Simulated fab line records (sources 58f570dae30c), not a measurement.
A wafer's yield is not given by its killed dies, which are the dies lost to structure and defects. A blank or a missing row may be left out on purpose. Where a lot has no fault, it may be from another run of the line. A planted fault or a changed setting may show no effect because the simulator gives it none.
What tool caused it? -- flow berkeley_cmos170 -- 45 wafers from 15 lots sampled at 2 of the route's 331 steps

WHAT EACH GAUGE READ, for each wafer
UCB170_NWELL_TW_MEAS_16. Usual: for NWELL_TW the level is 1250 and the standard deviation is 9.6.
lot,measured,on,NWELL_TW,flag
L925,day 3 01:46,film_metro-01,1242 1247 1244,
L927,day 3 01:54,film_metro-02,1245 1247 1239,
L926,day 3 02:17,film_metro-01,1246 1242 1243,
L928,day 3 08:47,film_metro-04,1268 1269 1264,
L929,day 3 18:47,film_metro-04,1267 1259 1264,
L931,day 4 00:36,film_metro-01,1251 1251 1250,
L932,day 4 01:05,film_metro-02,1245 1243 1236,
L935,day 4 16:05,film_metro-01,1254 1245 1247,
L940,day 5 22:47,film_metro-01,1244 1247 1247,
L941,day 6 04:19,film_metro-04,1258 1261 1262,
L942,day 6 09:31,film_metro-04,1262 1254 1262,
L944,day 6 19:31,film_metro-04,1263 1265 1261,
L945,day 6 20:01,film_metro-02,1238 1242 1234,
L947,day 7 06:31,film_metro-01,1244 1240 1238,
L946,day 7 07:00,film_metro-01,1240 1243 1242,

UCB170_ACTIVE_THK_MEAS_03. Usual: for ACTIVE_OXIDE_THK the level is 26.5 nm and the standard deviation is 0.47.
lot,measured,on,ACTIVE_OXIDE_THK (nm),flag
L925,day 4 20:05,film_metro-04,27.3 26.6 26.7,
L927,day 4 20:05,film_metro-01,26.7 27.0 27.0,
L926,day 4 20:04,film_metro-03,26.3 26.5 26.4,
L928,day 5 02:22,film_metro-04,25.3 25.4 25.7,
L929,day 5 13:26,film_metro-03,26.3 25.9 26.3,
L931,day 5 23:23,film_metro-01,26.8 27.0 27.1,
L932,day 5 23:23,film_metro-03,27.0 27.2 27.0,
L935,day 6 14:25,film_metro-01,26.6 26.4 26.8,
L940,day 7 21:39,film_metro-03,26.4 26.2 25.8,
L941,day 7 21:39,film_metro-04,26.7 26.5 26.3,
L942,day 8 04:31,film_metro-04,26.9 27.0 27.0,
L944,day 8 15:04,film_metro-03,26.0 25.8 25.7,
L945,day 8 15:02,film_metro-01,26.4 26.6 25.9,
L947,day 9 06:22,film_metro-04,26.2 25.9 26.9,
L946,day 9 06:19,film_metro-01,26.0 26.1 25.7,

TOOL THAT RAN EACH LOT (tool first, then ch and the chambers of the sampled wafers, then the start)
The record shows no process step preceding these readings.

AS READ BY THE TOOLS THEMSELVES (means over the sampled wafers that have a number; for cases with no such wafer, the mark the record gives instead)
The record holds no such reading with a usual standard deviation.

THE ANSWER, worked out from the rows above alone
Rule: lot off if the mean of its wafers having a number is beyond 3 standard deviations from the usual mean. A lot without any number at a reading at which 4 lots or more have one is off too. The other lots that the step has rows for count as sound. After the gauges, taken in route order, come the tools' own readings; for these a lot's mean is taken, as printed above. The first step at which some lot is off is used, and at that step the reading that is off furthest; a lot without a number counts as furthest.
No lot is off at any reading shown: from this, nothing can be told.

WHAT HAD BEEN PUT IN BY THE SIMULATOR
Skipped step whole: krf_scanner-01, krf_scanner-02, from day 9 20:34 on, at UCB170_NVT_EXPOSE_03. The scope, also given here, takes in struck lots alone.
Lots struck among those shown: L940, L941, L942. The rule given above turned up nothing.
